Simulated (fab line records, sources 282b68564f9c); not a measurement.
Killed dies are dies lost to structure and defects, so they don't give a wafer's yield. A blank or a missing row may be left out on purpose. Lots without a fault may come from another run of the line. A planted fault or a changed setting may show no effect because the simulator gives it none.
Which tool did it? | flow rit_cmos | 14 lots, 42 wafers sampled, at 2 steps of a route of 202

WHAT THE GAUGES READ, wafer by wafer
The record holds no reading of a measuring or inspecting step that can be judged against a usual standard deviation.

WHICH TOOL RAN EACH LOT (tool, then ch and the chambers of the sampled wafers, then the start)
lot  | RIT_CONTACT_SOFTBAKE_04          | RIT_M1_PROBE_99
L927 | litho_track-04 ch 0, day 3 03:31 | -
L928 | litho_track-04 ch 0, day 3 07:40 | -
L929 | litho_track-01 ch 0, day 3 13:41 | -
L930 | litho_track-03 ch 0, day 3 20:17 | -
L931 | litho_track-04 ch 0, day 4 00:18 | -
L932 | litho_track-01 ch 0, day 4 04:46 | -
L933 | litho_track-04 ch 0, day 4 09:29 | -
L934 | litho_track-03 ch 0, day 4 16:37 | -
L935 | litho_track-01 ch 0, day 5 01:26 | prober-02, day 5 10:29
L941 | litho_track-03 ch 0, day 6 11:46 | -
L943 | litho_track-01 ch 0, day 6 16:22 | -
L942 | litho_track-03 ch 0, day 6 16:23 | -
L948 | litho_track-01 ch 0, day 7 14:47 | -
L949 | litho_track-04 ch 0, day 7 18:26 | -
- RIT_CONTACT_SOFTBAKE_04: time 60 s.
- RIT_M1_PROBE_99

WHAT THE TOOLS THEMSELVES READ (means of the sampled wafers that have a number; where no wafer has one, the mark that the record gives instead)
RIT_CONTACT_SOFTBAKE_04.
lot  | tool           | heater_power_total_W (W) | plate_temp_C (C)
L927 | litho_track-04 | 34.56                    | 89.90
L928 | litho_track-04 | 34.52                    | 89.93
L929 | litho_track-01 | 34.60                    | 90.07
L930 | litho_track-03 | 34.58                    | 89.85
L931 | litho_track-04 | 34.52                    | 90.05
L932 | litho_track-01 | 34.58                    | 89.88
L933 | litho_track-04 | 34.62                    | 90.06
L934 | litho_track-03 | 34.56                    | 89.99
L935 | litho_track-01 | 34.57                    | 90.07
L941 | litho_track-03 | 35.39                    | 91.51
L943 | litho_track-01 | 34.51                    | 89.99
L942 | litho_track-03 | 35.43                    | 91.51
L948 | litho_track-01 | 34.54                    | 90.06
L949 | litho_track-04 | 34.57                    | 89.98

RIT_M1_PROBE_99.
lot  | tool      | killed_at_M0_to_M3 | killed_at_contacts | killed_at_front_end | killed_dies | killed_open | killed_short
L935 | prober-02 | 0.0                | 0.0                | 6                   | 6           | 4.0         | 2.3

THE ANSWER, worked out from the rows above alone
Rule: what is usual is taken from the lots themselves. Put in order of their means at a reading, lots are off if they are a third of the lots or fewer, leave a main group of 4 or more, and stand apart from it by a gap of 3 or more times the standard deviation of the main group's means; of several such gaps the widest counts. A main group whose means are all the same, to the digits that the tables above print for the reading, isn't used. A lot without any number at a reading at which 4 lots or more have one is off too. The other lots that the step has rows for count as sound. The gauges are gone through in route order, then the tools' own readings, and for those a lot's mean is taken as printed above. The first step at which some lot is off is used, and at that step the reading that is off furthest; a lot without a number counts as furthest.
Off: L941, L942, at RIT_CONTACT_SOFTBAKE_04 (heater_power_total_W). The main group: mean 34.56 W, standard deviation 0.032.
A tool fits if, at that step or a process step before it, it ran every lot that is off, and no sound lot after the first of them. One fits: litho_track-03 at RIT_CONTACT_SOFTBAKE_04. Its last sound lot is L934 (day 4 16:37), its first lot that is off L941 (day 6 11:46): a fault that began between those two fits.
The tool's own readings at RIT_CONTACT_SOFTBAKE_04 bear it out: on the lots that are off they differ by more than 5 times the standard deviation of the sound lots' means. heater_power_total_W reads 35.41 W there against 34.56 W on the sound lots; plate_temp_C reads 91.51 C there against 89.99 C on the sound lots.

WHAT THE SIMULATOR HAD PUT IN
Process parameter drift: litho_track-03, from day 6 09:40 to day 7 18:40, at RIT_CONTACT_SOFTBAKE_04. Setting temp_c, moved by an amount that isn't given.
Lots struck among those shown: L941, L942. The rule above found the same.
